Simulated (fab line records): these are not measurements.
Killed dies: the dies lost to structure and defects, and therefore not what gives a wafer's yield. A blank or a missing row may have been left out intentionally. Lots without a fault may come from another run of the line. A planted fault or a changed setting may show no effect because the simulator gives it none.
What tool caused it? :: flow berkeley-cmos170 :: 24 lots, 72 wafers sampled, at 6 steps of a route of 331

== WHAT THE GAUGES SHOWED, per wafer ==
UCB170_START_THK_MEAS_03. Usual: for START_OXIDE_THK the level is 18.4 nm and the standard deviation is 0.38.
lot: L074
measured: day 1 14:05
on: film-metro-01
START_OXIDE_THK (nm): 18.4 18.3 18.2
flag: 

lot: L075
measured: day 1 20:47
on: film-metro-03
START_OXIDE_THK (nm): 18.3 18.7 18.2
flag: 

lot: L076
measured: day 1 23:46
on: film-metro-01
START_OXIDE_THK (nm): 18.6 18.4 18.4
flag: 

lot: L077
measured: day 2 04:07
on: film-metro-01
START_OXIDE_THK (nm): 18.9 18.9 18.3
flag: 

lot: L078
measured: day 2 11:12
on: film-metro-03
START_OXIDE_THK (nm): 18.2 18.5 18.5
flag: 

lot: L079
measured: day 2 14:17
on: film-metro-03
START_OXIDE_THK (nm): 18.2 18.5 18.2
flag: 

lot: L080
measured: day 2 19:57
on: film-metro-03
START_OXIDE_THK (nm): 18.5 18.4 18.8
flag: 

lot: L081
measured: day 3 03:20
on: film-metro-03
START_OXIDE_THK (nm): 18.6 18.7 18.7
flag: 

lot: L082
measured: day 3 08:15
on: film-metro-02
START_OXIDE_THK (nm): 18.2 18.0 18.5
flag: 

lot: L083
measured: day 3 12:35
on: film-metro-02
START_OXIDE_THK (nm): 18.4 18.8 18.0
flag: 

lot: L084
measured: day 3 18:20
on: film-metro-01
START_OXIDE_THK (nm): 17.8 18.0 18.3
flag: 

lot: L085
measured: day 3 21:11
on: film-metro-01
START_OXIDE_THK (nm): 18.6 18.6 18.7
flag: 

lot: L086
measured: day 4 02:47
on: film-metro-03
START_OXIDE_THK (nm): 18.9 18.8 19.0
flag: 

lot: L087
measured: day 4 08:49
on: film-metro-03
START_OXIDE_THK (nm): 18.8 18.6 18.2
flag: 

lot: L088
measured: day 4 12:59
on: film-metro-03
START_OXIDE_THK (nm): 17.7 17.8 17.6
flag: 

lot: L089
measured: day 4 17:14
on: film-metro-02
START_OXIDE_THK (nm): 18.1 18.6 18.1
flag: 

lot: L090
measured: day 4 20:26
on: film-metro-01
START_OXIDE_THK (nm): 18.5 18.4 18.3
flag: 

lot: L091
measured: day 5 02:37
on: film-metro-01
START_OXIDE_THK (nm): 18.1 18.6 18.1
flag: 

lot: L092
measured: day 5 07:07
on: film-metro-02
START_OXIDE_THK (nm): 17.4 18.0 17.4
flag: 

lot: L093
measured: day 5 11:25
on: film-metro-02
START_OXIDE_THK (nm): 18.4 18.7 18.4
flag: 

lot: L094
measured: day 5 18:28
on: film-metro-02
START_OXIDE_THK (nm): 17.3 17.7 18.0
flag: 

lot: L095
measured: day 6 00:16
on: film-metro-03
START_OXIDE_THK (nm): 18.8 18.7 19.0
flag: 

lot: L096
measured: day 6 04:22
on: film-metro-01
START_OXIDE_THK (nm): 18.2 19.0 18.3
flag: 

lot: L097
measured: day 6 09:19
on: film-metro-01
START_OXIDE_THK (nm): 18.4 18.2 18.7
flag: 

UCB170_NWELL_THK_MEAS_05. Usual: for NWELL_NITRIDE_THK the level is 223.7 nm and the standard deviation is 1.6.
lot: L074
measured: day 2 06:47
on: film-metro-04
NWELL_NITRIDE_THK (nm): 224.4 225.1 224.4
flag: 

lot: L075
measured: day 2 14:26
on: film-metro-02
NWELL_NITRIDE_THK (nm): 222.8 222.5 223.0
flag: 

lot: L076
measured: day 2 14:24
on: film-metro-04
NWELL_NITRIDE_THK (nm): 224.1 222.2 223.2
flag: 

lot: L077
measured: day 2 20:30
on: film-metro-04
NWELL_NITRIDE_THK (nm): 220.6 221.3 222.1
flag: 

lot: L078
measured: day 3 04:52
on: film-metro-02
NWELL_NITRIDE_THK (nm): 221.1 223.0 224.1
flag: 

lot: L079
measured: day 3 04:52
on: film-metro-01
NWELL_NITRIDE_THK (nm): 222.5 220.0 221.3
flag: 

lot: L080
measured: day 3 17:41
on: film-metro-04
NWELL_NITRIDE_THK (nm): 224.8 223.5 224.4
flag: 

lot: L081
measured: day 3 23:10
on: film-metro-01
NWELL_NITRIDE_THK (nm): 223.1 223.2 224.4
flag: 

lot: L082
measured: day 3 23:11
on: film-metro-04
NWELL_NITRIDE_THK (nm): 227.2 222.3 223.7
flag: 

lot: L083
measured: day 4 09:00
on: film-metro-04
NWELL_NITRIDE_THK (nm): 220.7 221.1 222.0
flag: 

lot: L084
measured: day 4 09:01
on: film-metro-01
NWELL_NITRIDE_THK (nm): 222.9 223.2 222.2
flag: 

lot: L085
measured: day 4 15:50
on: film-metro-01
NWELL_NITRIDE_THK (nm): 225.8 228.9 224.1
flag: 

lot: L086
measured: day 4 15:51
on: film-metro-04
NWELL_NITRIDE_THK (nm): 224.7 223.2 221.7
flag: 

lot: L087
measured: day 4 23:07
on: film-metro-04
NWELL_NITRIDE_THK (nm): 224.5 224.8 225.2
flag: 

lot: L088
measured: day 5 03:10
on: film-metro-01
NWELL_NITRIDE_THK (nm): 223.5 224.5 223.8
flag: 

lot: L089
measured: day 5 04:45
on: film-metro-01
NWELL_NITRIDE_THK (nm): 222.9 223.0 224.5
flag: 

lot: L090
measured: day 5 07:52
on: film-metro-01
NWELL_NITRIDE_THK (nm): 227.4 223.2 224.2
flag: 

lot: L091
measured: day 5 17:29
on: film-metro-01
NWELL_NITRIDE_THK (nm): 225.9 226.5 228.2
flag: 

lot: L092
measured: day 5 22:58
on: film-metro-02
NWELL_NITRIDE_THK (nm): 222.9 223.0 222.7
flag: 

lot: L093
measured: day 6 02:49
on: film-metro-02
NWELL_NITRIDE_THK (nm): 223.5 224.2 224.9
flag: 

lot: L094
measured: day 6 11:04
on: film-metro-02
NWELL_NITRIDE_THK (nm): 222.5 222.8 223.9
flag: 

lot: L095
measured: day 6 16:41
on: film-metro-04
NWELL_NITRIDE_THK (nm): 224.5 223.5 224.5
flag: 

lot: L096
measured: day 7 00:43
on: film-metro-04
NWELL_NITRIDE_THK (nm): 224.5 224.2 222.9
flag: 

lot: L097
measured: day 7 06:38
on: film-metro-01
NWELL_NITRIDE_THK (nm): 222.6 222.8 224.2
flag: 

UCB170_WELLDRIVE_THK_MEAS_02. Usual: for WELLDRIVE_OXIDE_THK the level is 207 nm and the standard deviation is 4.
lot: L074
measured: day 3 14:30
on: film-metro-01
WELLDRIVE_OXIDE_THK (nm): 212 212 212
flag: 

lot: L075
measured: day 3 21:56
on: film-metro-01
WELLDRIVE_OXIDE_THK (nm): 210 209 209
flag: 

lot: L076
measured: day 3 21:57
on: film-metro-03
WELLDRIVE_OXIDE_THK (nm): 208 210 209
flag: 

lot: L077
measured: day 4 03:06
on: film-metro-01
WELLDRIVE_OXIDE_THK (nm): 208 211 212
flag: 

lot: L078
measured: day 4 12:19
on: film-metro-04
WELLDRIVE_OXIDE_THK (nm): 207 209 207
flag: 

lot: L079
measured: day 4 12:19
on: film-metro-01
WELLDRIVE_OXIDE_THK (nm): 205 204 207
flag: 

lot: L080
measured: day 4 23:10
on: film-metro-01
WELLDRIVE_OXIDE_THK (nm): 206 206 206
flag: 

lot: L081
measured: day 5 07:21
on: film-metro-04
WELLDRIVE_OXIDE_THK (nm): 209 211 212
flag: 

lot: L082
measured: day 5 07:22
on: film-metro-03
WELLDRIVE_OXIDE_THK (nm): 212 211 209
flag: 

lot: L083
measured: day 5 14:36
on: film-metro-03
WELLDRIVE_OXIDE_THK (nm): 203 203 204
flag: 

lot: L084
measured: day 5 14:37
on: film-metro-04
WELLDRIVE_OXIDE_THK (nm): 203 201 203
flag: 

lot: L085
measured: day 5 18:06
on: film-metro-01
WELLDRIVE_OXIDE_THK (nm): 200 198 197
flag: 

lot: L086
measured: day 5 18:07
on: film-metro-04
WELLDRIVE_OXIDE_THK (nm): 202 201 203
flag: 

lot: L087
measured: day 6 02:06
on: film-metro-01
WELLDRIVE_OXIDE_THK (nm): 208 206 203
flag: 

lot: L088
measured: day 6 17:34
on: film-metro-04
WELLDRIVE_OXIDE_THK (nm): 209 211 207
flag: 

lot: L089
measured: day 6 17:34
on: film-metro-01
WELLDRIVE_OXIDE_THK (nm): 213 212 208
flag: 

lot: L090
measured: day 6 12:38
on: film-metro-03
WELLDRIVE_OXIDE_THK (nm): 212 208 207
flag: 

lot: L091
measured: day 7 02:19
on: film-metro-01
WELLDRIVE_OXIDE_THK (nm): 201 203 204
flag: 

lot: L092
measured: day 7 09:58
on: film-metro-01
WELLDRIVE_OXIDE_THK (nm): 207 207 206
flag: 

lot: L093
measured: day 7 14:03
on: film-metro-03
WELLDRIVE_OXIDE_THK (nm): 205 208 208
flag: 

lot: L094
measured: day 7 20:10
on: film-metro-04
WELLDRIVE_OXIDE_THK (nm): 204 206 206
flag: 

lot: L095
measured: day 7 23:40
on: film-metro-04
WELLDRIVE_OXIDE_THK (nm): 201 201 203
flag: 

lot: L096
measured: day 8 08:17
on: film-metro-01
WELLDRIVE_OXIDE_THK (nm): 208 205 207
flag: 

lot: L097
measured: day 8 13:27
on: film-metro-03
WELLDRIVE_OXIDE_THK (nm): 213 214 208
flag: 

UCB170_M3_OVL_MEAS_16. Usual: for M3_OVL the level is -1 nm and the standard deviation is 4.6.
lot: L074
measured: day 7 14:07
on: overlay-02
M3_OVL (nm): 2 0 -1
flag: 

lot: L075
measured: day 8 01:56
on: overlay-01
M3_OVL (nm): 4 -1 0
flag: 

lot: L076
measured: day 8 01:24
on: overlay-02
M3_OVL (nm): 0 -2 1
flag: 

lot: L077
measured: day 8 00:20
on: overlay-01
M3_OVL (nm): -2 2 7
flag: 

lot: L078
measured: day 8 15:57
on: overlay-02
M3_OVL (nm): 0 5 3
flag: 

lot: L079
measured: day 8 16:17
on: overlay-01
M3_OVL (nm): 0 -1 -5
flag: 

lot: L080
measured: day 9 02:55
on: overlay-02
M3_OVL (nm): -8 -1 3
flag: 

lot: L081
measured: day 9 11:35
on: overlay-02
M3_OVL (nm): 5 4 10
flag: 

lot: L082
measured: day 9 12:26
on: overlay-01
M3_OVL (nm): 13 4 -1
flag: 

lot: L083
measured: day 9 21:51
on: overlay-02
M3_OVL (nm): -8 4 -2
flag: 

lot: L084
measured: day 9 22:08
on: overlay-02
M3_OVL (nm): -3 -10 -3
flag: 

lot: L085
measured: day 9 22:50
on: overlay-01
M3_OVL (nm): -8 -11 -7
flag: 

lot: L086
measured: day 9 22:25
on: overlay-01
M3_OVL (nm): -2 -6 2
flag: 

lot: L087
measured: day 10 12:03
on: overlay-02
M3_OVL (nm): -2 1 -6
flag: 

lot: L088
measured: day 11 03:32
on: overlay-01
M3_OVL (nm): -5 -9 -7
flag: 

lot: L089
measured: day 11 03:12
on: overlay-02
M3_OVL (nm): -5 1 -6
flag: 

lot: L090
measured: day 11 02:56
on: overlay-01
M3_OVL (nm): 0 3 1
flag: 

lot: L091
measured: day 11 04:25
on: overlay-02
M3_OVL (nm): 3 4 -5
flag: 

lot: L092
measured: day 11 20:25
on: overlay-01
M3_OVL (nm): -2 -3 1
flag: 

lot: L093
measured: day 12 05:46
on: overlay-02
M3_OVL (nm): 3 3 2
flag: 

lot: L094
measured: day 12 12:11
on: overlay-01
M3_OVL (nm): -2 1 -1
flag: 

lot: L095
measured: day 12 11:29
on: overlay-02
M3_OVL (nm): -4 0 0
flag: 

lot: L096
measured: day 12 23:23
on: overlay-01
M3_OVL (nm): -5 0 -4
flag: 

lot: L097
measured: day 13 00:30
on: overlay-01
M3_OVL (nm): -2 -11 -9
flag: 

== TOOL THAT RAN EACH LOT (tool first, then ch and the chambers of the sampled wafers, then the start) ==
lot: L074
UCB170_ACTIVE_ETCH_15: rie-diel-04 ch 0,2, day 4 07:11
UCB170_GATE_PEB_10: litho-track-03 ch 0, day 5 22:04

lot: L075
UCB170_ACTIVE_ETCH_15: rie-diel-04 ch 0,1,2, day 4 18:13
UCB170_GATE_PEB_10: litho-track-04 ch 0, day 8 01:56 or earlier

lot: L076
UCB170_ACTIVE_ETCH_15: rie-diel-02 ch 1,2, day 4 17:59
UCB170_GATE_PEB_10: litho-track-03 ch 0, day 8 01:24 or earlier

lot: L077
UCB170_ACTIVE_ETCH_15: rie-diel-03 ch 0,3, day 4 18:29
UCB170_GATE_PEB_10: litho-track-03 ch 0, day 8 00:20 or earlier

lot: L078
UCB170_ACTIVE_ETCH_15: rie-diel-02 ch 0,2, day 5 02:25
UCB170_GATE_PEB_10: litho-track-04 ch 0, day 7 02:43

lot: L079
UCB170_ACTIVE_ETCH_15: rie-diel-03 ch 1,3, day 5 06:22
UCB170_GATE_PEB_10: litho-track-03 ch 0, day 7 02:58

lot: L080
UCB170_ACTIVE_ETCH_15: rie-diel-02 ch 0,1,3, day 5 11:34
UCB170_GATE_PEB_10: litho-track-03 ch 0, day 7 10:47

lot: L081
UCB170_ACTIVE_ETCH_15: rie-diel-02 ch 1,2,3, day 6 01:02
UCB170_GATE_PEB_10: litho-track-01 ch 0, day 7 23:07

lot: L082
UCB170_ACTIVE_ETCH_15: rie-diel-04 ch 1,2, day 6 01:02
UCB170_GATE_PEB_10: litho-track-03 ch 0, day 7 22:54

lot: L083
UCB170_ACTIVE_ETCH_15: rie-diel-02 ch 0,2,3, day 6 06:32
UCB170_GATE_PEB_10: litho-track-01 ch 0, day 8 07:59

lot: L084
UCB170_ACTIVE_ETCH_15: rie-diel-02 ch 0,1,2, day 6 05:49
UCB170_GATE_PEB_10: litho-track-01 ch 0, day 8 08:17

lot: L085
UCB170_ACTIVE_ETCH_15: rie-diel-03 ch 1,3, day 6 06:35
UCB170_GATE_PEB_10: litho-track-04 ch 0, day 8 08:05

lot: L086
UCB170_ACTIVE_ETCH_15: rie-diel-04 ch 2,3, day 6 05:55
UCB170_GATE_PEB_10: litho-track-04 ch 0, day 8 07:51

lot: L087
UCB170_ACTIVE_ETCH_15: rie-diel-04 ch 0,2,3, day 6 20:08
UCB170_GATE_PEB_10: litho-track-03 ch 0, day 8 17:42

lot: L088
UCB170_ACTIVE_ETCH_15: rie-diel-04 ch 1,2,3, day 7 14:14
UCB170_GATE_PEB_10: litho-track-03 ch 0, day 9 12:44

lot: L089
UCB170_ACTIVE_ETCH_15: rie-diel-03 ch 0,1,3, day 7 14:23
UCB170_GATE_PEB_10: litho-track-03 ch 0, day 9 13:00

lot: L090
UCB170_ACTIVE_ETCH_15: rie-diel-03 ch 2,3, day 7 09:47
UCB170_GATE_PEB_10: litho-track-01 ch 0, day 9 12:25

lot: L091
UCB170_ACTIVE_ETCH_15: rie-diel-02 ch 0,1, day 7 18:37
UCB170_GATE_PEB_10: litho-track-03 ch 0, day 9 17:28

lot: L092
UCB170_ACTIVE_ETCH_15: rie-diel-02 ch 0,1,3, day 8 02:43
UCB170_GATE_PEB_10: litho-track-03 ch 0, day 10 00:26

lot: L093
UCB170_ACTIVE_ETCH_15: rie-diel-03 ch 0,2, day 8 06:41
UCB170_GATE_PEB_10: litho-track-01 ch 0, day 10 12:30

lot: L094
UCB170_ACTIVE_ETCH_15: rie-diel-03 ch 1,2,3, day 8 14:09
UCB170_GATE_PEB_10: litho-track-03 ch 0, day 10 20:16

lot: L095
UCB170_ACTIVE_ETCH_15: rie-diel-02 ch 0,3, day 8 14:23
UCB170_GATE_PEB_10: litho-track-04 ch 0, day 10 20:11

lot: L096
UCB170_ACTIVE_ETCH_15: rie-diel-02 ch 0,1,3, day 9 07:46
UCB170_GATE_PEB_10: litho-track-03 ch 0, day 11 05:13

lot: L097
UCB170_ACTIVE_ETCH_15: rie-diel-03 ch 0,2, day 9 07:41
UCB170_GATE_PEB_10: litho-track-03 ch 0, day 11 05:32
- UCB170_ACTIVE_ETCH_15: etches Si3N4 in CH3F/Ar/O2, stops on SiO2, target depth 242 nm, time 151 s.
- UCB170_GATE_PEB_10

== WHAT THE TOOLS THEMSELVES READ (means of the sampled wafers that have a number; where no wafer has one, the mark that the record gives instead) ==
UCB170_ACTIVE_ETCH_15. Usual: drypump-motor-current-A 5.5 A, standard deviation 0.4; oes-product-au 0.949 a.u., standard deviation 0.018; throttle-valve-pct 8.07 %, standard deviation 0.11.
lot: L074
tool: rie-diel-04
drypump-motor-current-A (A): 5.6
oes-product-au (a.u.): 0.937
throttle-valve-pct (%): 7.87
flag: 

lot: L075
tool: rie-diel-04
drypump-motor-current-A (A): 5.4
oes-product-au (a.u.): 0.922
throttle-valve-pct (%): 8.01
flag: 

lot: L076
tool: rie-diel-02
drypump-motor-current-A (A): 5.5
oes-product-au (a.u.): 0.940
throttle-valve-pct (%): 8.09
flag: 

lot: L077
tool: rie-diel-03
drypump-motor-current-A (A): 5.7
oes-product-au (a.u.): 0.942
throttle-valve-pct (%): 7.92
flag: 

lot: L078
tool: rie-diel-02
drypump-motor-current-A (A): 5.5
oes-product-au (a.u.): 0.949
throttle-valve-pct (%): 8.12
flag: 

lot: L079
tool: rie-diel-03
drypump-motor-current-A (A): 6.0
oes-product-au (a.u.): 0.966
throttle-valve-pct (%): 8.09
flag: 

lot: L080
tool: rie-diel-02
drypump-motor-current-A (A): 5.2
oes-product-au (a.u.): 0.962
throttle-valve-pct (%): 8.14
flag: 

lot: L081
tool: rie-diel-02
drypump-motor-current-A (A): 5.5
oes-product-au (a.u.): 0.947
throttle-valve-pct (%): 8.09
flag: 

lot: L082
tool: rie-diel-04
drypump-motor-current-A (A): 5.4
oes-product-au (a.u.): 0.933
throttle-valve-pct (%): 8.04
flag: 

lot: L083
tool: rie-diel-02
drypump-motor-current-A (A): 5.5
oes-product-au (a.u.): 0.963
throttle-valve-pct (%): 8.13
flag: 

lot: L084
tool: rie-diel-02
drypump-motor-current-A (A): 5.2
oes-product-au (a.u.): 0.948
throttle-valve-pct (%): 8.11
flag: 

lot: L085
tool: rie-diel-03
drypump-motor-current-A (A): 6.0
oes-product-au (a.u.): 0.971
throttle-valve-pct (%): 8.10
flag: 

lot: L086
tool: rie-diel-04
drypump-motor-current-A (A): 5.3
oes-product-au (a.u.): 0.927
throttle-valve-pct (%): 8.14
flag: 

lot: L087
tool: rie-diel-04
drypump-motor-current-A (A): 5.4
oes-product-au (a.u.): 0.936
throttle-valve-pct (%): 8.02
flag: 

lot: L088
tool: rie-diel-04
drypump-motor-current-A (A): 5.2
oes-product-au (a.u.): 0.928
throttle-valve-pct (%): 8.13
flag: 

lot: L089
tool: rie-diel-03
drypump-motor-current-A (A): 5.8
oes-product-au (a.u.): 0.958
throttle-valve-pct (%): 8.01
flag: 

lot: L090
tool: rie-diel-03
drypump-motor-current-A (A): 5.6
oes-product-au (a.u.): 0.953
throttle-valve-pct (%): 8.05
flag: 

lot: L091
tool: rie-diel-02
drypump-motor-current-A (A): 4.9
oes-product-au (a.u.): 0.962
throttle-valve-pct (%): 8.14
flag: 

lot: L092
tool: rie-diel-02
drypump-motor-current-A (A): 5.2
oes-product-au (a.u.): 0.960
throttle-valve-pct (%): 8.12
flag: 

lot: L093
tool: rie-diel-03
drypump-motor-current-A (A): 5.7
oes-product-au (a.u.): 0.950
throttle-valve-pct (%): 7.92
flag: 

lot: L094
tool: rie-diel-03
drypump-motor-current-A (A): 5.7
oes-product-au (a.u.): 0.958
throttle-valve-pct (%): 8.07
flag: 

lot: L095
tool: rie-diel-02
drypump-motor-current-A (A): 5.5
oes-product-au (a.u.): 0.971
throttle-valve-pct (%): 8.15
flag: 

lot: L096
tool: rie-diel-02
drypump-motor-current-A (A): 5.2
oes-product-au (a.u.): 0.956
throttle-valve-pct (%): 8.13
flag: 

lot: L097
tool: rie-diel-03
drypump-motor-current-A (A): 5.7
oes-product-au (a.u.): 0.945
throttle-valve-pct (%): 7.92
flag: 

UCB170_GATE_PEB_10. Usual: plate-sensor-t-centre-C 131.41 C, standard deviation 0.011; plate-sensor-t-edge-C 131.53 C, standard deviation 0.011.
lot: L074
tool: litho-track-03
plate-sensor-t-centre-C (C): 131.40
plate-sensor-t-edge-C (C): 131.54
flag: 

lot: L075
tool: litho-track-04
plate-sensor-t-centre-C (C): 131.41
plate-sensor-t-edge-C (C): 131.53
flag: 

lot: L076
tool: litho-track-03
plate-sensor-t-centre-C (C): 131.41
plate-sensor-t-edge-C (C): 131.53
flag: 

lot: L077
tool: litho-track-03
plate-sensor-t-centre-C (C): 131.41
plate-sensor-t-edge-C (C): 131.54
flag: 

lot: L078
tool: litho-track-04
plate-sensor-t-centre-C (C): 131.41
plate-sensor-t-edge-C (C): 131.53
flag: 

lot: L079
tool: litho-track-03
plate-sensor-t-centre-C (C): 131.41
plate-sensor-t-edge-C (C): 131.53
flag: 

lot: L080
tool: litho-track-03
plate-sensor-t-centre-C (C): 131.41
plate-sensor-t-edge-C (C): 131.53
flag: 

lot: L081
tool: litho-track-01
plate-sensor-t-centre-C (C): 131.41
plate-sensor-t-edge-C (C): 131.53
flag: 

lot: L082
tool: litho-track-03
plate-sensor-t-centre-C (C): 131.41
plate-sensor-t-edge-C (C): 131.53
flag: 

lot: L083
tool: litho-track-01
plate-sensor-t-centre-C (C): 131.41
plate-sensor-t-edge-C (C): 131.53
flag: 

lot: L084
tool: litho-track-01
plate-sensor-t-centre-C (C): 131.41
plate-sensor-t-edge-C (C): 131.52
flag: 

lot: L085
tool: litho-track-04
plate-sensor-t-centre-C (C): 131.41
plate-sensor-t-edge-C (C): 131.52
flag: 

lot: L086
tool: litho-track-04
plate-sensor-t-centre-C (C): 131.41
plate-sensor-t-edge-C (C): 131.53
flag: 

lot: L087
tool: litho-track-03
plate-sensor-t-centre-C (C): 131.42
plate-sensor-t-edge-C (C): 131.53
flag: 

lot: L088
tool: litho-track-03
plate-sensor-t-centre-C (C): 131.41
plate-sensor-t-edge-C (C): 131.53
flag: 

lot: L089
tool: litho-track-03
plate-sensor-t-centre-C (C): 131.41
plate-sensor-t-edge-C (C): 131.55
flag: 

lot: L090
tool: litho-track-01
plate-sensor-t-centre-C (C): 131.40
plate-sensor-t-edge-C (C): 131.54
flag: 

lot: L091
tool: litho-track-03
plate-sensor-t-centre-C (C): 131.40
plate-sensor-t-edge-C (C): 131.53
flag: 

lot: L092
tool: litho-track-03
plate-sensor-t-centre-C (C): 131.41
plate-sensor-t-edge-C (C): 131.52
flag: 

lot: L093
tool: litho-track-01
plate-sensor-t-centre-C (C): 131.41
plate-sensor-t-edge-C (C): 131.53
flag: 

lot: L094
tool: litho-track-03
plate-sensor-t-centre-C (C): 131.40
plate-sensor-t-edge-C (C): 131.53
flag: 

lot: L095
tool: litho-track-04
plate-sensor-t-centre-C (C): 131.42
plate-sensor-t-edge-C (C): 131.53
flag: 

lot: L096
tool: litho-track-03
plate-sensor-t-centre-C (C): 131.41
plate-sensor-t-edge-C (C): 131.52
flag: 

lot: L097
tool: litho-track-03
plate-sensor-t-centre-C (C): 131.41
plate-sensor-t-edge-C (C): 131.53
flag: 

== THE ANSWER, worked out from the rows above alone ==
Rule: take the mean of a lot's wafers that have a number; if it is more than 3 standard deviations from the usual mean, the lot is off. Also off: a lot with no number at a reading for which 4 or more lots have one. The other lots that the step has rows for count as sound. Order of review: gauges by route order, followed by the tools' own readings, for which a lot's mean as printed above is used. The first step at which some lot is off is used, and at that step the reading that is off furthest; a lot without a number counts as furthest.
Nothing can be told from this: no lot is off at any reading shown.

== WHAT HAD BEEN PUT IN BY THE SIMULATOR ==
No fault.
